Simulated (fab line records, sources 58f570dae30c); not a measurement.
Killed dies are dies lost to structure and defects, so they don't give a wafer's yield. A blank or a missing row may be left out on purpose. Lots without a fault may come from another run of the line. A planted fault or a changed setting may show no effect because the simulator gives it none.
One fault seen from 2 desks | flow berkeley_cmos170 | each desk has only its own numbers; what lay behind them comes last

THE METROLOGY DESK
What the gauges read, lot by lot, whatever tool the lot ran on: means of the sampled wafers that have a number. A lot is out of limits, marked OUT, if its mean lies more than 4 standard deviations from the usual mean; the brackets give that distance.
Columns: A = V2_TEOS_THK at UCB170_V2_THK_MEAS_01, usual 1999 nm; B = M3_OVL at UCB170_M3_OVL_MEAS_16, usual -2 nm
lot  | first seen here | A    | B
L351 | day 8 01:54     | 1963 | 1
L354 | day 8 10:37     | 2024 | -8
L353 | day 8 11:55     | 1982 | 3
L352 | day 8 13:02     | 2001 | -3
L356 | day 9 04:57     | 2001 | -5
L366 | day 10 22:52    | 2018 | -2
L367 | day 10 23:07    | 1980 | -1
L364 | day 11 02:37    | 2010 | 5
L365 | day 11 05:40    | 1991 | 3
L368 | day 11 19:30    | 2001 | 3
L369 | day 11 20:31    | 2011 | -0
L370 | day 11 20:38    | 2014 | 3
L373 | day 12 10:02    | 1992 | 5
L374 | day 12 17:42    | 1991 | -4
This desk's finding: nothing out of limits on any of the 14 lots.

THE TOOL OWNER'S DESK: rie_metal-01
The tool's own readings at UCB170_M3_METAL_ETCH_18 (etches Al in Cl2/BCl3, stops on SiO2, target depth 1170 nm, time 195 s): means of the sampled wafers that have a number, for each lot that ran on this tool. A lot is out of limits, marked OUT, if its mean lies more than 4 standard deviations from the usual mean; the brackets give that distance.
Columns: A = drypump_motor_current_A at UCB170_M3_METAL_ETCH_18, usual 6.0 A; B = oes_product_au at UCB170_M3_METAL_ETCH_18, usual 0.852 a.u.; C = throttle_valve_pct at UCB170_M3_METAL_ETCH_18, usual 24.40 %
lot  | first seen here | A   | B     | C
L351 | day 8 06:34     | 5.8 | 0.864 | 24.32
L352 | day 8 19:02     | 5.8 | 0.868 | 24.31
L364 | day 11 07:46    | 5.7 | 0.828 | 24.42
L365 | day 11 11:37    | 5.8 | 0.855 | 24.33
This desk's finding: nothing out of limits on any of the 4 lots.

PUT TOGETHER
The metrology desk saw nothing out of limits.
The tool owner's desk saw nothing out of limits.

WHAT THE SIMULATOR HAD PUT IN
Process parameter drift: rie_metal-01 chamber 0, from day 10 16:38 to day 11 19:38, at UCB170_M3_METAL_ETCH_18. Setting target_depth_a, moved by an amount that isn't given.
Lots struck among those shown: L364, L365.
